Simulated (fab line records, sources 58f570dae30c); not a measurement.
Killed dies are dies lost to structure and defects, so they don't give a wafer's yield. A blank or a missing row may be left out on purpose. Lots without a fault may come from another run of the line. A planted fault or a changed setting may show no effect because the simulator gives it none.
Split-lot experiment | flow berkeley_cmos170 | 5 lots, 23 wafers read, on a route of 331 steps

THE SPLIT
At UCB170_M3_METAL_ETCH_18 (etches Al in Cl2/BCl3, stops on SiO2, target depth 1170 nm, time 195 s), the setting icp_w was moved away from the recipe's 600 W on 12 of the 23 wafers read, by -8.4% to +6.1%. The other wafers ran this setting at the recipe's value.

The file shows no step between the split and the reading.

THE READING
oes_product_au, in a.u., at UCB170_M3_STRIP_19 (strips in O2). Fault-free wafers of this fab line usually give 0.540 a.u., standard deviation 0.016 a.u..

wafer  | tool, chamber at the split | icp_w as run, W | against the recipe | oes_product_au, a.u. | against lot-mates on the recipe
L074.1 | rie_metal-02, 0            | 600             | recipe             | 0.560                | -
L074.2 | rie_metal-02, 0            | 577.4           | -3.8%              | 0.589                | +0.023
L074.3 | rie_metal-02, 0            | 600             | recipe             | 0.571                | -
L074.4 | rie_metal-02, 0            | 577.4           | -3.8%              | 0.589                | +0.023
L074.6 | rie_metal-02, 0            | 577.4           | -3.8%              | 0.590                | +0.024
L077.1 | rie_metal-01, 0            | 549.6           | -8.4%              | 0.615                | +0.058
L077.2 | rie_metal-01, 1            | 600             | recipe             | 0.557                | -
L077.3 | rie_metal-01, 1            | 600             | recipe             | 0.556                | -
L077.4 | rie_metal-01, 0            | 549.6           | -8.4%              | 0.613                | +0.056
L077.5 | rie_metal-01, 1            | 549.6           | -8.4%              | 0.605                | +0.048
L082.1 | rie_metal-02, 1            | 629.7           | +5.0%              | 0.499                | -0.036
L082.2 | rie_metal-02, 1            | 629.7           | +5.0%              | 0.510                | -0.025
L082.3 | rie_metal-02, 1            | 600             | recipe             | 0.539                | -
L082.5 | rie_metal-02, 1            | 600             | recipe             | 0.531                | -
L082.6 | rie_metal-02, 1            | 629.7           | +5.0%              | 0.508                | -0.027
L083.1 | rie_metal-04, 0            | 636.7           | +6.1%              | 0.499                | -0.036
L083.2 | rie_metal-04, 1            | 600             | recipe             | 0.540                | -
L083.3 | rie_metal-04, 1            | 636.7           | +6.1%              | 0.490                | -0.045
L083.5 | rie_metal-04, 0            | 600             | recipe             | 0.530                | -
L083.6 | rie_metal-04, 1            | 636.7           | +6.1%              | 0.497                | -0.038
L085.2 | rie_metal-04, 0            | 600             | recipe             | 0.535                | -
L085.4 | rie_metal-04, 0            | 600             | recipe             | 0.528                | -
L085.5 | rie_metal-04, 0            | 600             | recipe             | 0.527                | -

THE FIT
A straight line over all 23 wafers: oes_product_au changes by -0.00831 a.u. for each +1% of icp_w; r = -0.95; the points scatter about the line by 0.012 a.u..
The same after taking each lot's own level away (the mean of its wafers on the recipe; 23 wafers): -0.00638 a.u. for each +1%; r = -0.99; scatter 0.0042 a.u..
On that fit, the largest move of icp_w shifts the reading by 0.054 a.u..
The lots' own levels span 0.5300 to 0.5655 a.u., that is 2.2 times the standard deviation above.
So the lot-to-lot level changes the slope: the two fits differ.
Check: with one of the wafers moved furthest among these (-8.4%) left out of the fit, the line predicts +0.0527 a.u. for it against its lot-mates. It came out at +0.0585 a.u. against them.

OTHER SPLITS ON THESE WAFERS
These wafers also went through other splits before the reading. Each is held against what the fit with the lots' levels taken away leaves over:
other split on the same wafers | wafers away from the commonest value | r with oes_product_au (lot level and that fit taken away)
UCB170_V2_EXPOSE_09 dose_mj    | 4                                    | +0.12
UCB170_V2_ETCH_14 rf_w         | 7                                    | +0.01

THE WHOLE CHAIN: every reading that the file lists as answering this split, in the file's order
step                    | what it does                                                           | reading                                                                   | change (the file's fit)                   | r (the file's)
UCB170_M3_METAL_ETCH_18 | etches Al in Cl2/BCl3, stops on SiO2, target depth 1170 nm, time 195 s | KrF_of_M3_COAT_10.thk_nm (the simulator's own value, which no gauge read) | -6.02 nm for each +1% of the setting      | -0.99
UCB170_M3_STRIP_19      | strips in O2                                                           | oes_product_au                                                            | -0.00638 a.u. for each +1% of the setting | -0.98

THE FILE'S OWN FIT
oes_product_au changes by -0.00638 a.u. for each +1% of icp_w, r = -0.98.
